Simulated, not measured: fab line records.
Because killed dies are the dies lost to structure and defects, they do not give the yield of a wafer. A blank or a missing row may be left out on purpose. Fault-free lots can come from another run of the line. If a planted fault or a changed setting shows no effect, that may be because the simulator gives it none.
fab line records	flow berkeley_cmos170	part 1 of 2: steps 1 to 28 of 38
record: lots: 5	wafers: 15	last_day: 11
route steps=331 shown ZERO@12 NWELL@14 PWELL@34
lots that met no fault: taken from a fault-free run of the same line
start_h: hours from the record's first day to the start of the lot's first wafer shown	wait_h: time in hours since the lot's previous step	" repeats the value in the row above	L1.1+2: a single row standing in for several wafers	- no value, or no start given	* or withheld: withheld	< > ~ a bound
route shown NAME@n: a module of which the file shows steps, and the number in the route of the first	usual: the fault-free wafers' mean and standard deviation	same: alike in all rows	chamber/n: place in a boat	sites: the reading at each site	_std_site: their standard deviation	_edge_site: inner sites' mean taken away from outer sites' mean	radius_mm: for every site, how far away it sits from the centre of the wafer	mask NAME#n: copy n	behind: the last tool/chamber to shape the wafer	hold: why the lot was held/for how many hours/how that ended	device: transistor that didn't switch, given as n, p or np	end of line: the route-end tests of the same wafers	a step given without rows: its recipe and nothing more	killed: the dies lost at the first sort to structure and to defects; this is not the yield of the wafer	map: the dies of a wafer, with x for killed, . for not killed, _ for no die there
set.NAME: setting as actually run; set.NAME@STEP: the setting as run at that earlier step	model.NAME: the simulator's own value behind a step, which no gauge read
lots seen at some steps along the route; tables by step, rows by wafer
services: a tool's chamber out of use, with start hour (start_h, from the record's first day; less than 0 if before it), hours out, and reason
== steps ==
step: UCB170_ZERO_ETCH_06
recipe: chemistry: CHF3/CF4/Ar	target: SiO2	time_s: 12	pressure_mtorr: 100	rf_w: 500	CHF3_flow_sccm: 50	cf4_flow_sccm: 10	Ar_flow_sccm: 120	over_etch_frac: 1.58
usual: drypump_motor_current_A: 5.6/0.46	oes_product_au: 0.617/0.0094	throttle_valve_pct: 9.24/0.16
lot.wafer	tool	chamber	start_h	wait_h	drypump_motor_current_A	oes_product_au	rf_hours_counter_h	throttle_valve_pct
L080.1	rie_diel-02	3	52.03	-	5.6	0.613	123	9.09
L080.5	"	3	"	"	5.6	0.608	-	9.10
L080.6	"	0	"	"	6.3	0.638	-	9.00
L087.1	rie_diel-04	3	88.28	-	5.4	0.608	90	9.53
L087.4	"	2	"	"	5.0	0.622	54	9.28
L087.6	"	3	"	"	5.4	0.600	-	9.52
L088.3	rie_diel-04	3	91.84	-	5.4	0.605	90	9.51
L088.4	"	1	"	"	6.4	0.627	85	9.20
L088.5	"	2	"	"	5.0	0.617	-	9.26
L091.1	rie_diel-04	0	103.29	-	5.1	0.617	2	9.26
L091.3	"	3	"	"	5.4	0.605	90	9.53
L091.5	"	2	"	"	5.0	0.619	-	9.29
L093.4	rie_diel-02	3	114.83	-	5.6	0.608	126	9.10
L093.5	"	3	"	"	5.6	0.620	-	9.12
L093.6	"	0	"	"	6.3	0.638	-	9.00
step: UCB170_ZERO_STRIP_07
recipe: chemistry: O2	power_w: 400	pressure_mtorr: 3500	platen_temp_c: withheld	o2_flow_sccm: 400	overash_fraction: 0.5
usual: drypump_motor_current_A: 6.0/0.48	o2_flow_sccm: 399.9/1.2	oes_product_au: 0.727/0.005	strip_time_to_endpoint_s: 21.49/0.079
lot.wafer	tool	chamber	start_h	wait_h	drypump_motor_current_A	o2_flow_sccm	oes_product_au	rf_hours_counter_h	strip_time_to_endpoint_s
L080.1	plasma_asher-02	0	52.06	0.0	6.2	399.8	0.722	24	21.59
L080.5	"	1	"	"	5.0	400.6	0.736	-	21.63
L080.6	"	0	"	"	6.2	401.6	0.728	-	21.58
L087.1	plasma_asher-04	0	88.31	0.0	6.1	399.8	0.723	39	21.52
L087.4	"	1	"	"	6.2	400.7	0.719	-	21.44
L087.6	"	0	"	"	6.1	398.5	0.719	-	21.49
L088.3	plasma_asher-02	1	91.90	0.0	5.0	401.6	0.727	-	21.43
L088.4	"	0	"	"	6.2	397.9	0.733	-	21.45
L088.5	"	0	"	"	6.2	400.0	0.733	-	21.45
L091.1	plasma_asher-03	1	103.31	0.0	6.0	402.2	0.728	35	21.51
L091.3	"	0	"	"	6.6	398.4	0.728	-	21.45
L091.5	"	1	"	"	6.0	403.2	0.733	-	21.42
L093.4	plasma_asher-04	0	114.89	0.0	6.0	399.8	0.736	-	21.42
L093.5	"	1	"	"	6.2	400.4	0.726	-	21.46
L093.6	"	0	"	"	6.0	399.2	0.726	-	21.53
step: UCB170_NWELL_WET_ETCH_00
recipe: chemistry: dHF	dilution: 25:1	target: SiO2	temp_c: 25	time_s: 200
lot.wafer	tool	chamber	start_h	wait_h
L080.1+5+6	wet_bench-04	3	52.16	0.1
L087.1+4+6	wet_bench-04	1	88.53	0.2
L088.3+4+5	wet_bench-01	3	91.96	0.0
L091.1+3+5	wet_bench-02	1	105.71	2.4
L093.4+5+6	wet_bench-04	2	114.96	0.0
step: UCB170_NWELL_OXIDATION_01
recipe: temp_c: 1000	ambient: O2	target_thk_a: 264	ox_time_s: 1260
lot.wafer	tool	chamber	start_h	wait_h
L080.1+5+6	furnace-01	0	56.66	4.4
L087.1+4+6	furnace-02	0	90.98	2.4
L088.3+4+5	furnace-02	0	95.08	3.1
L091.1+3+5	furnace-01	0	110.78	5.0
L093.4+5+6	furnace-04	0	118.81	3.8
step: UCB170_NWELL_THK_MEAS_02
recipe: reads: SiO2_of_NWELL_OXIDATION_01
usual: NWELL_OXIDE_THK: 26.7/0.47
lot.wafer	tool	chamber	start_h	wait_h	NWELL_OXIDE_THK[nm]
L080.1	film_metro-01	-	58.01	0.0	27.2
L080.5	"	-	"	"	27.3
L080.6	"	-	"	"	27.0
L087.1	film_metro-02	-	92.33	0.0	26.5
L087.4	"	-	"	"	26.1
L087.6	"	-	"	"	27.0
L088.3	film_metro-02	-	96.45	0.0	26.4
L088.4	"	-	"	"	26.4
L088.5	"	-	"	"	26.2
L091.1	film_metro-01	-	112.13	0.0	26.5
L091.3	"	-	"	"	26.2
L091.5	"	-	"	"	26.9
L093.4	film_metro-01	-	120.19	0.0	27.5
L093.5	"	-	"	"	27.0
L093.6	"	-	"	"	27.2
step: UCB170_NWELL_ANNEAL_03
recipe: temp_c: 1000	time_s: 900	ambient: N2
lot.wafer	tool	chamber	start_h	wait_h
L080.1+5+6	furnace-02	0	61.68	3.7
L087.1+4+6	furnace-01	0	96.58	4.2
L088.3+4+5	furnace-01	0	96.58	0.1
L091.1+3+5	furnace-01	0	116.55	4.4
L093.4+5+6	furnace-04	0	123.01	2.8
step: UCB170_NWELL_CVD_04
recipe: material: Si3N4	target_thk_nm: 224	temp_c: 800	precursor: SiH2Cl2/NH3	time_s: 3360	pressure_mtorr: 200	sih2cl2_flow_sccm: 25	nh3_flow_sccm: 75
usual: sih2cl2_flow_sccm: 25.01/0.081
lot.wafer	tool	chamber	start_h	wait_h	sih2cl2_flow_sccm
L080.1	lpcvd-02	1	62.93	0.0	24.91
L080.5	"	1	"	"	24.93
L080.6	"	1	"	"	24.98
L087.1	lpcvd-01	0	97.83	0.0	25.18
L087.4	"	0	"	"	25.06
L087.6	"	0	"	"	25.21
L088.3	lpcvd-01	0	97.83	0.0	25.16
L088.4	"	0	"	"	25.22
L088.5	"	0	"	"	25.03
L091.1	lpcvd-02	1	117.97	0.2	25.20
L091.3	"	1	"	"	25.10
L091.5	"	1	"	"	25.17
L093.4	lpcvd-02	1	124.26	0.0	24.92
L093.5	"	1	"	"	24.91
L093.6	"	1	"	"	24.88
step: UCB170_NWELL_THK_MEAS_05
recipe: reads: Si3N4_of_NWELL_CVD_04
usual: NWELL_NITRIDE_THK: 224.3/1.7
lot.wafer	tool	chamber	start_h	wait_h	NWELL_NITRIDE_THK[nm]
L080.1	film_metro-02	-	64.87	0.0	227.2
L080.5	"	-	"	"	225.8
L080.6	"	-	"	"	224.8
L087.1	film_metro-02	-	99.76	0.0	222.4
L087.4	"	-	"	"	222.3
L087.6	"	-	"	"	223.3
L088.3	film_metro-01	-	99.78	0.0	224.7
L088.4	"	-	"	"	223.5
L088.5	"	-	"	"	224.1
L091.1	film_metro-02	-	119.91	0.0	225.4
L091.3	"	-	"	"	224.7
L091.5	"	-	"	"	226.9
L093.4	film_metro-02	-	126.22	0.0	225.7
L093.5	"	-	"	"	225.7
L093.6	"	-	"	"	225.2
step: UCB170_NWELL_HMDS_06
recipe: prime_time_s: 60	prime_temp_c: 100
usual: exhaust_pa: 45.0/0.92
lot.wafer	tool	chamber	start_h	wait_h	exhaust_pa
L080.1	litho_track-03	0	64.93	0.1	44.8
L080.5	"	0	"	"	45.2
L080.6	"	0	"	"	44.8
L087.1	litho_track-03	0	100.06	0.3	44.6
L087.4	"	0	"	"	44.7
L087.6	"	0	"	"	44.6
L088.3	litho_track-04	0	100.30	0.5	45.4
L088.4	"	0	"	"	44.4
L088.5	"	0	"	"	44.4
L091.1	litho_track-04	0	120.66	0.7	45.9
L091.3	"	0	"	"	46.9
L091.5	"	0	"	"	46.6
L093.4	litho_track-01	0	126.61	0.4	45.8
L093.5	"	0	"	"	46.2
L093.6	"	0	"	"	46.0
step: UCB170_NWELL_COAT_07
recipe: resist: KrF	spin_rpm: 1500	resist_thk_nm: 900
usual: exhaust_pa: 45.1/1
lot.wafer	tool	chamber	start_h	wait_h	exhaust_pa
L080.1	litho_track-03	0	65.08	0.1	45.4
L080.5	"	0	"	"	44.9
L080.6	"	0	"	"	45.2
L087.1	litho_track-03	0	100.21	0.1	45.8
L087.4	"	0	"	"	45.3
L087.6	"	0	"	"	47.4
L088.3	litho_track-04	0	100.45	0.1	45.0
L088.4	"	0	"	"	45.6
L088.5	"	0	"	"	44.3
L091.1	litho_track-04	0	120.81	0.1	45.0
L091.3	"	0	"	"	45.4
L091.5	"	0	"	"	44.8
L093.4	litho_track-01	0	126.76	0.1	44.4
L093.5	"	0	"	"	44.3
L093.6	"	0	"	"	45.4
step: UCB170_NWELL_SOFTBAKE_08
recipe: resist: KrF	temp_c: 130	time_s: 60
usual: exhaust_pa: 45.1/0.83
lot.wafer	tool	chamber	start_h	wait_h	exhaust_pa
L080.1	litho_track-03	0	65.23	0.1	43.3
L080.5	"	0	"	"	45.2
L080.6	"	0	"	"	43.9
L087.1	litho_track-03	0	100.36	0.1	45.9
L087.4	"	0	"	"	45.0
L087.6	"	0	"	"	46.6
L088.3	litho_track-04	0	100.60	0.1	45.3
L088.4	"	0	"	"	44.8
L088.5	"	0	"	"	45.1
L091.1	litho_track-04	0	120.96	0.1	46.4
L091.3	"	0	"	"	45.1
L091.5	"	0	"	"	44.6
L093.4	litho_track-01	0	126.91	0.1	45.5
L093.5	"	0	"	"	43.6
L093.6	"	0	"	"	45.4
step: UCB170_NWELL_EXPOSE_09
recipe: mask_id: NWELL	target_cd_nm: 3000	na: 0.5	sigma_outer: 0.6	source_shape: conventional	dose_mj: 25
lot.wafer	tool	chamber	start_h	wait_h	mask
L080.1+5+6	krf_scanner-02	0	65.50	0.2	NWELL#0
L087.1+4+6	krf_scanner-02	0	100.51	0.1	NWELL#0
L088.3+4+5	krf_scanner-02	0	100.74	0.1	NWELL#0
L091.1+3+5	krf_scanner-02	0	121.11	0.1	NWELL#0
L093.4+5+6	krf_scanner-02	0	127.17	0.2	NWELL#0
step: UCB170_NWELL_PEB_10
recipe: peb_temp_c: 130	peb_time_s: withheld	resist: KrF
usual: exhaust_pa: 45.1/0.89
lot.wafer	tool	chamber	start_h	wait_h	exhaust_pa
L080.1	litho_track-03	0	65.62	0.1	45.0
L080.5	"	0	"	"	45.2
L080.6	"	0	"	"	46.0
L087.1	litho_track-03	0	100.79	0.3	45.4
L087.4	"	0	"	"	45.8
L087.6	"	0	"	"	45.8
L088.3	litho_track-04	0	101.02	0.3	44.7
L088.4	"	0	"	"	45.5
L088.5	"	0	"	"	45.4
L091.1	litho_track-04	0	121.38	0.3	46.7
L091.3	"	0	"	"	45.8
L091.5	"	0	"	"	45.6
L093.4	litho_track-04	0	127.44	0.2	45.5
L093.5	"	0	"	"	47.4
L093.6	"	0	"	"	45.8
step: UCB170_NWELL_DEVELOP_11
recipe: developer: TMAH	develop_time_s: 45	resist: KrF	dev_temp_c: 21
usual: exhaust_pa: 44.9/0.8
same: develop_time_s: 45
lot.wafer	tool	chamber	start_h	wait_h	exhaust_pa
L080.1	litho_track-03	0	-	-	45.5
L080.5	"	0	"	"	45.6
L080.6	"	0	"	"	46.2
L087.1	litho_track-03	0	-	-	44.6
L087.4	"	0	"	"	45.6
L087.6	"	0	"	"	46.1
L088.3	litho_track-04	0	-	-	44.5
L088.4	"	0	"	"	45.6
L088.5	"	0	"	"	46.0
L091.1	litho_track-04	0	-	-	43.9
L091.3	"	0	"	"	45.5
L091.5	"	0	"	"	45.1
L093.4	litho_track-04	0	-	-	44.6
L093.5	"	0	"	"	45.2
L093.6	"	0	"	"	45.5
step: UCB170_NWELL_OVL_MEAS_12
usual: NWELL_OVL: 4/4.9
lot.wafer	tool	chamber	start_h	wait_h	NWELL_OVL[nm]
L080.1	overlay-01	-	65.89	-	13
L080.5	"	-	"	"	14
L080.6	"	-	"	"	9
L087.1	overlay-02	-	101.06	-	9
L087.4	"	-	"	"	13
L087.6	"	-	"	"	15
L088.3	overlay-01	-	101.26	-	-2
L088.4	"	-	"	"	-2
L088.5	"	-	"	"	-4
L091.1	overlay-01	-	121.66	-	-5
L091.3	"	-	"	"	-7
L091.5	"	-	"	"	1
L093.4	overlay-01	-	127.66	-	9
L093.5	"	-	"	"	7
L093.6	"	-	"	"	9
step: UCB170_NWELL_ETCH_13
recipe: chemistry: CH3F/Ar/O2	target: Si3N4	stop_on: SiO2	CH3F_flow_sccm: 20	Ar_flow_sccm: 50	O2_flow_sccm: 7	pressure_mtorr: 50	rf_w: 450	target_depth_a: 2464	over_etch_frac: 0.1	time_s: 154
usual: drypump_motor_current_A: 5.8/0.42	oes_product_au: 0.937/0.018	throttle_valve_pct: 7.99/0.12
lot.wafer	tool	chamber	start_h	wait_h	drypump_motor_current_A	oes_product_au	rf_hours_counter_h	throttle_valve_pct
L080.1	rie_diel-02	3	65.93	0.0	5.6	0.941	124	7.90
L080.5	"	3	"	"	5.6	0.939	-	7.92
L080.6	"	0	"	"	6.3	0.973	-	7.85
L087.1	rie_diel-01	0	101.10	0.0	6.5	0.935	140	8.10
L087.4	"	2	"	"	6.0	0.905	121	7.96
L087.6	"	2	"	"	6.0	0.906	-	7.93
L088.3	rie_diel-02	1	101.29	0.0	5.5	0.931	143	8.01
L088.4	"	0	"	"	6.3	0.964	5	7.84
L088.5	"	1	"	"	5.6	0.942	-	8.01
L091.1	rie_diel-02	1	121.69	0.0	5.5	0.940	144	8.01
L091.3	"	2	"	"	5.4	0.937	101	8.22
L091.5	"	3	"	"	5.6	0.938	-	7.93
L093.4	rie_diel-02	0	127.67	0.0	6.3	0.968	6	7.83
L093.5	"	1	"	"	5.5	0.942	-	8.02
L093.6	"	0	"	"	6.3	0.977	-	7.84
step: UCB170_NWELL_IMPLANT_14
recipe: species: P	dose_cm2: 1e+13	energy_kev: 150	tilt_deg: 7
usual: tilt_deg: 6.998/0.02
same: implant_ion_amu: 31
lot.wafer	tool	chamber	start_h	wait_h	tilt_deg
L080.1	implanter-04	0	66.03	0.1	7.016
L080.5	"	0	"	"	7.008
L080.6	"	0	"	"	6.994
L087.1	implanter-02	0	101.20	0.1	6.996
L087.4	"	0	"	"	6.983
L087.6	"	0	"	"	6.977
L088.3	implanter-02	0	101.44	0.1	6.993
L088.4	"	0	"	"	7.006
L088.5	"	0	"	"	7.014
L091.1	implanter-02	0	121.80	0.1	6.985
L091.3	"	0	"	"	7.010
L091.5	"	0	"	"	7.005
L093.4	implanter-02	0	127.85	0.1	7.008
L093.5	"	0	"	"	6.985
L093.6	"	0	"	"	7.029
step: UCB170_NWELL_STRIP_15
recipe: chemistry: O2	power_w: 400	pressure_mtorr: 3500	platen_temp_c: withheld	o2_flow_sccm: 400	overash_fraction: 0.5
usual: drypump_motor_current_A: 5.9/0.54	o2_flow_sccm: 399.8/1.2	oes_product_au: 0.721/0.0045	strip_time_to_endpoint_s: 18.06/0.094
lot.wafer	tool	chamber	start_h	wait_h	drypump_motor_current_A	o2_flow_sccm	oes_product_au	rf_hours_counter_h	strip_time_to_endpoint_s
L080.1	plasma_asher-02	0	66.18	0.1	6.3	400.5	0.709	26	17.96
L080.5	"	0	"	"	6.2	401.2	0.724	-	18.00
L080.6	"	1	"	"	5.0	398.7	0.718	-	17.98
L087.1	plasma_asher-02	1	101.35	0.1	5.0	398.7	0.722	30	17.97
L087.4	"	1	"	"	5.0	399.5	0.729	-	18.07
L087.6	"	1	"	"	5.0	399.1	0.720	-	18.03
L088.3	plasma_asher-02	1	101.57	0.1	5.0	397.7	0.716	-	18.20
L088.4	"	0	"	"	6.3	399.4	0.715	-	18.11
L088.5	"	1	"	"	5.0	398.3	0.719	-	18.12
L091.1	plasma_asher-02	0	121.95	0.1	6.2	400.9	0.720	0	17.99
L091.3	"	1	"	"	5.0	399.4	0.725	-	18.10
L091.5	"	1	"	"	5.0	400.7	0.719	-	18.00
L093.4	plasma_asher-03	0	127.96	0.1	6.6	399.4	0.717	-	18.14
L093.5	"	1	"	"	5.9	401.8	0.726	-	18.15
L093.6	"	0	"	"	6.6	398.9	0.718	-	18.16
step: UCB170_NWELL_TW_MEAS_16
usual: NWELL_TW: 1253/7.1
lot.wafer	tool	chamber	start_h	wait_h	NWELL_TW
L080.1	film_metro-01	-	66.28	0.1	1250
L080.5	"	-	"	"	1258
L080.6	"	-	"	"	1252
L087.1	film_metro-03	-	101.45	0.1	1243
L087.4	"	-	"	"	1256
L087.6	"	-	"	"	1247
L088.3	film_metro-02	-	101.66	0.1	1252
L088.4	"	-	"	"	1247
L088.5	"	-	"	"	1240
L091.1	film_metro-01	-	122.05	0.1	1251
L091.3	"	-	"	"	1249
L091.5	"	-	"	"	1252
L093.4	film_metro-03	-	128.06	0.1	1253
L093.5	"	-	"	"	1264
L093.6	"	-	"	"	1264
step: UCB170_NWELL_CLEAN_17
recipe: chemistry: SPM	temp_c: 120	time_s: 600
lot.wafer	tool	chamber	start_h	wait_h
L080.1+5+6	wet_bench-01	0	69.18	2.9
L087.1+4+6	wet_bench-04	0	102.14	0.7
L088.3+4+5	wet_bench-04	2	102.14	0.5
L091.1+3+5	wet_bench-02	3	124.58	2.5
L093.4+5+6	wet_bench-01	1	128.09	0.0
step: UCB170_NWELL_WET_ETCH_18
recipe: chemistry: H3PO4	target: Si3N4	temp_c: 160	time_s: 14400
lot.wafer	tool	chamber	start_h	wait_h
L080.1+5+6	wet_bench-04	3	70.25	0.9
L087.1+4+6	wet_bench-04	2	102.72	0.4
L088.3+4+5	wet_bench-04	1	102.72	0.4
L091.1+3+5	wet_bench-02	1	125.05	0.3
L093.4+5+6	wet_bench-04	1	128.26	0.0
step: UCB170_NWELL_WET_ETCH_19
recipe: chemistry: BOE	dilution: 5:1	target: SiO2	temp_c: 25	time_s: 22
lot.wafer	tool	chamber	start_h	wait_h
L080.1+5+6	wet_bench-04	3	74.26	0.0
L087.1+4+6	wet_bench-02	2	107.09	0.0
L088.3+4+5	wet_bench-02	3	107.09	0.0
L091.1+3+5	wet_bench-02	3	129.42	0.0
L093.4+5+6	wet_bench-02	2	132.27	0.0
step: UCB170_PWELL_CLEAN_00
recipe: chemistry: SPM	temp_c: 120	time_s: 600
lot.wafer	tool	chamber	start_h	wait_h
L080.1+5+6	wet_bench-04	0	74.28	0.0
L087.1+4+6	wet_bench-01	2	107.10	0.0
L088.3+4+5	wet_bench-01	1	107.10	0.0
L091.1+3+5	wet_bench-02	3	129.44	0.0
L093.4+5+6	wet_bench-04	0	132.29	0.0
step: UCB170_PWELL_CLEAN_01
recipe: chemistry: dHF	dilution: 25:1	time_s: 60
lot.wafer	tool	chamber	start_h	wait_h
L080.1+5+6	wet_bench-04	3	74.45	0.0
L087.1+4+6	wet_bench-04	3	107.29	0.0
L088.3+4+5	wet_bench-04	2	107.29	0.0
L091.1+3+5	wet_bench-02	3	129.63	0.0
L093.4+5+6	wet_bench-02	1	132.46	0.0
step: UCB170_PWELL_OXIDATION_02
recipe: temp_c: 1000	ambient: O2	target_thk_a: 264	ox_time_s: 1260
lot.wafer	tool	chamber	start_h	wait_h
L080.1+5+6	furnace-01	0	75.05	0.6
L087.1+4+6	furnace-01	0	109.43	2.1
L088.3+4+5	furnace-01	0	109.43	2.1
L091.1+3+5	furnace-01	0	133.31	3.7
L093.4+5+6	furnace-01	0	133.31	0.8
step: UCB170_PWELL_THK_MEAS_03
recipe: reads: SiO2_of_PWELL_OXIDATION_02
usual: PWELL_OXIDE_THK: 26.6/0.55
lot.wafer	tool	chamber	start_h	wait_h	PWELL_OXIDE_THK[nm]
L080.1	film_metro-03	-	76.40	0.0	27.1
L080.5	"	-	"	"	27.1
L080.6	"	-	"	"	27.0
L087.1	film_metro-03	-	110.78	0.0	26.1
L087.4	"	-	"	"	26.2
L087.6	"	-	"	"	25.6
L088.3	film_metro-03	-	110.86	0.1	26.0
L088.4	"	-	"	"	26.4
L088.5	"	-	"	"	26.2
L091.1	film_metro-03	-	134.66	0.0	26.1
L091.3	"	-	"	"	26.0
L091.5	"	-	"	"	26.0
L093.4	film_metro-04	-	134.69	0.0	26.0
L093.5	"	-	"	"	26.1
L093.6	"	-	"	"	25.7
step: UCB170_PWELL_ANNEAL_04
recipe: temp_c: 1000	time_s: 900	ambient: N2
lot.wafer	tool	chamber	start_h	wait_h
L080.1+5+6	furnace-02	0	81.13	4.7
L087.1+4+6	furnace-04	0	114.81	4.0
L088.3+4+5	furnace-04	0	114.81	3.9
L091.1+3+5	furnace-02	0	137.74	3.1
L093.4+5+6	furnace-02	0	137.74	3.0
step: UCB170_PWELL_CVD_05
recipe: material: Si3N4	target_thk_nm: 220	temp_c: 800	precursor: SiH2Cl2/NH3	time_s: 3300	pressure_mtorr: 200	sih2cl2_flow_sccm: 25	nh3_flow_sccm: 75
usual: sih2cl2_flow_sccm: 25.00/0.078
lot.wafer	tool	chamber	start_h	wait_h	sih2cl2_flow_sccm
L080.1	lpcvd-02	1	82.38	0.0	25.14
L080.5	"	1	"	"	25.19
L080.6	"	1	"	"	25.03
L087.1	lpcvd-02	0	116.06	0.0	24.99
L087.4	"	0	"	"	25.03
L087.6	"	0	"	"	25.03
L088.3	lpcvd-02	1	116.06	0.0	25.03
L088.4	"	1	"	"	24.96
L088.5	"	1	"	"	25.00
L091.1	lpcvd-01	1	139.17	0.2	24.92
L091.3	"	1	"	"	24.96
L091.5	"	1	"	"	24.83
L093.4	lpcvd-01	1	139.17	0.2	24.91
L093.5	"	1	"	"	24.96
L093.6	"	1	"	"	24.86
